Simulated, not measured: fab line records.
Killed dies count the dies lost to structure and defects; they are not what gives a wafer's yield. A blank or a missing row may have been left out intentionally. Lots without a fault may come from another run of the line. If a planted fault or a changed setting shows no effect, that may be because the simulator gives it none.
Code-filled problem report in 8D (eight disciplines) form || flow rit cmos || the parts of the form that need people (team, actions taken, sign-off) are left out

== 1. WHAT IS WRONG ==
ACTIVE_NITRIDE_THK at RIT_ACTIVE_THK_MEAS_04 reads a mean of 184.4 nm on 3 wafers of 1 lot; wafers without a fault read 150.4 nm with a standard deviation of 1.5. Relative to the usual mean, that is a shift of +23 standard deviations.
Seen first at day 2 10:30 on film metro-01, wafer L511.1. Wafers with a number at this step in the record: 30, from 10 lots. By rule, "out" or "out of limits" means more than 4 standard deviations away from the usual mean. Any other wafer with a number is counted as sound.

== 2. WHAT IT IS AND WHAT IT IS NOT ==
{"question": "which readings at this step", "is": "ACTIVE_NITRIDE_THK", "is not": "-"}
{"question": "which lots", "is": "L511", "is not": "L507, L508, L519, L521, L523, L526, L528, L529, L530"}
{"question": "which wafers of those lots", "is": "all that have a number", "is not": "-"}
{"question": "read on which gauges", "is": "film metro-01", "is not": "film metro-02, film metro-04"}
{"question": "when", "is": "from day 2 10:30", "is not": "up to then (6 sound wafers); but 21 sound wafers of L519, L521, L523, L526, L528, L529, L530 came after"}

== 3. WHAT RULES OUT EACH SUSPECT ==
Counting: a tool at a process step up to the reading stays a suspect if it ran every lot that is out and no sound lot after the first of them.
- ruled out: the gauge at RIT_ACTIVE_THK_MEAS_04. All the wafers that are out were read on film metro-01, but those of them that RIT_ACTIVE_ETCH_13 has rows for are out there too, on other tools.
- lpcvd-02 at RIT_ACTIVE_CVD_03 (deposits Si3N4 from SiH2Cl2/NH3, target thk 150 nm, time 1500 s): ruled out as a lasting fault. Sound lots L529, L530 ran on it after its first lot that is out, L511 (day 2 09:05).
Left after counting: nothing in the record.

== 4. THE CAUSE (what the simulator had put in) ==
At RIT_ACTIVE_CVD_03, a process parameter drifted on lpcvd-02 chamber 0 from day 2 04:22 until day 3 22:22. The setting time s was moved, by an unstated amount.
It was ruled out by counting, in error; the rule expects a fault to strike all lots run on its tool from its start on, and this fault did not.

== 5. THE CHAIN OF EFFECTS, in route order ==
Each row: a reading whose mean over the struck wafers that have a number lies more than 3 standard deviations from the usual. Only readings for which the record gives a usual standard deviation are gone through. hours: the time from each lot's start at the first step in this table that gives one to its start at this step, as a median over the lots. sigmas: the change in usual standard deviations.
{"hours": 0, "step": "RIT_ACTIVE_THK_MEAS_04", "reading": "ACTIVE_NITRIDE_THK", "usual": "150.4 nm", "on struck wafers": 184.4, "change": "+34.0", "sigmas": "+23"}
{"hours": 1, "step": "RIT_ACTIVE_ETCH_13", "reading": "oes product au", "usual": "0.821 a.u.", "on struck wafers": 0.924, "change": "+0.103", "sigmas": "+7.4"}
Here are the process steps it includes:
- RIT_ACTIVE_ETCH_13: etches Si3N4 in SF6, stops on SiO2, time 210 s, target depth 210 nm.
Later measuring or inspecting steps at which every struck wafer that the step has a row for has a number for every such reading, and none has moved that far: RIT_NRETRO_TW_MEAS_10.

== 6. HOW IT WOULD HAVE BEEN CAUGHT EARLIER ==
6 hours passed between the start of the fault at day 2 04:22 and the first reading out of limits at a measuring or inspecting step in this record, taken at day 2 10:30.
